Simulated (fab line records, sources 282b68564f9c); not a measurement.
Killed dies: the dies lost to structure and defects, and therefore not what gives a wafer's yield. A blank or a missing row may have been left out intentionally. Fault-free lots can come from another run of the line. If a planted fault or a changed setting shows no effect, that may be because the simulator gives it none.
A single fault, viewed from 2 desks :: flow rit_cmos :: numbers are kept per desk, each desk with only its own; the story behind them comes last

== FOR THE TOOL OWNER'S DESK: rie_diel-02 ==
The tool's own readings at RIT_ACTIVE_ETCH_13 (etches Si3N4 in SF6, stops on SiO2, time 210 s, target depth 210 nm): means of the sampled wafers that have a number, for each lot that ran on this tool. Marked OUT: a lot whose mean sits more than 4 standard deviations from the usual mean, which makes it out of limits; the brackets give that distance.
Columns: A = drypump_motor_current_A at RIT_ACTIVE_ETCH_13, usual 5.6 A; B = oes_product_au at RIT_ACTIVE_ETCH_13, usual 0.823 a.u.; C = rf_fwd_power_W at RIT_ACTIVE_ETCH_13, usual 124.5 W; D = run_length_s at RIT_ACTIVE_ETCH_13, usual 238.4 s; E = throttle_valve_pct at RIT_ACTIVE_ETCH_13, usual 7.52 %
lot: L966
first seen here: day 2 15:43
A: 5.9
B: 0.830
C: 124.5
D: 238.4
E: 7.44

lot: L977
first seen here: day 4 22:50
A: 5.8
B: 0.791
C: 124.6
D: 257.7 (+52) OUT
E: 7.55

lot: L982
first seen here: day 5 23:52
A: 6.0
B: 0.785
C: 124.7
D: 257.3 (+51) OUT
E: 7.51
This desk finds L977, L982 out of limits, L977 being first, at day 4 22:50 (run_length_s at RIT_ACTIVE_ETCH_13). In limits: L966.

== AT THE METROLOGY DESK ==
What the gauges read, lot by lot, whatever tool the lot ran on: means of the sampled wafers that have a number. Marked OUT: a lot whose mean sits more than 4 standard deviations from the usual mean, which makes it out of limits; the brackets give that distance.
Columns: A = ACTIVE_OXIDE_THK at RIT_ACTIVE_THK_MEAS_02, usual 46.9 nm; B = ACTIVE_NITRIDE_THK at RIT_ACTIVE_THK_MEAS_04, usual 149.6 nm; C = cd_nm at RIT_ACTIVE_CD_MEAS_11, usual 1400.4 nm; D = cd_nm at RIT_ACTIVE_CD_MEAS_90, usual 1400.5 nm; E = FOX1_OXIDE_THK at RIT_FOX1_THK_MEAS_01, usual 356 nm; F = FOX2_OXIDE_THK at RIT_FOX2_THK_MEAS_01, usual 352 nm; G = FIELD_OXIDE_LEFT_1_THK at RIT_FOX2_THK_MEAS_90, usual 325 nm
lot: L966
first seen here: day 2 13:03
A: 46.5
B: 150.0
C: 1401.6
D: 1401.6
E: 361
F: 345
G: 318

lot: L968
first seen here: day 2 23:03
A: 46.0
B: 150.7
C: 1401.4
D: 1401.3
E: 356
F: 351
G: 324

lot: L977
first seen here: day 4 20:03
A: 47.6
B: 151.9
C: 1397.3
D: 1397.2
E: 358
F: 360
G: 333

lot: L982
first seen here: day 5 21:03
A: 47.0
B: 147.9
C: 1400.3
D: 1400.1
E: 357
F: 354
G: 326

lot: L983
first seen here: day 6 02:04
A: 47.1
B: 150.6
C: 1401.6
D: 1401.3
E: 355
F: 354
G: 326

lot: L984
first seen here: day 6 07:38
A: 47.7
B: 150.9
C: 1399.7
D: 1399.9
E: 356
F: 348
G: 320
This desk's finding: nothing out of limits on any of the 6 lots.

== TAKEN TOGETHER ==
At day 4 22:50, on L977, L982, the tool owner's desk was in a position to raise an alarm.
From the metrology desk's view, nothing was out of limits.
The metrology desk has L977, L982 on record, within its limits.
On rie_diel-02, each named lot ran RIT_ACTIVE_ETCH_13.

== WHAT THE SIMULATOR PUT IN ==
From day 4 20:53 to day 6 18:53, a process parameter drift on rie_diel-02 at RIT_ACTIVE_ETCH_13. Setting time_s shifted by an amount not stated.
Lots struck among those shown: L977, L982.
How many hours passed from the start of the fault until each desk's first out-of-limits reading: the tool owner's desk, 2.
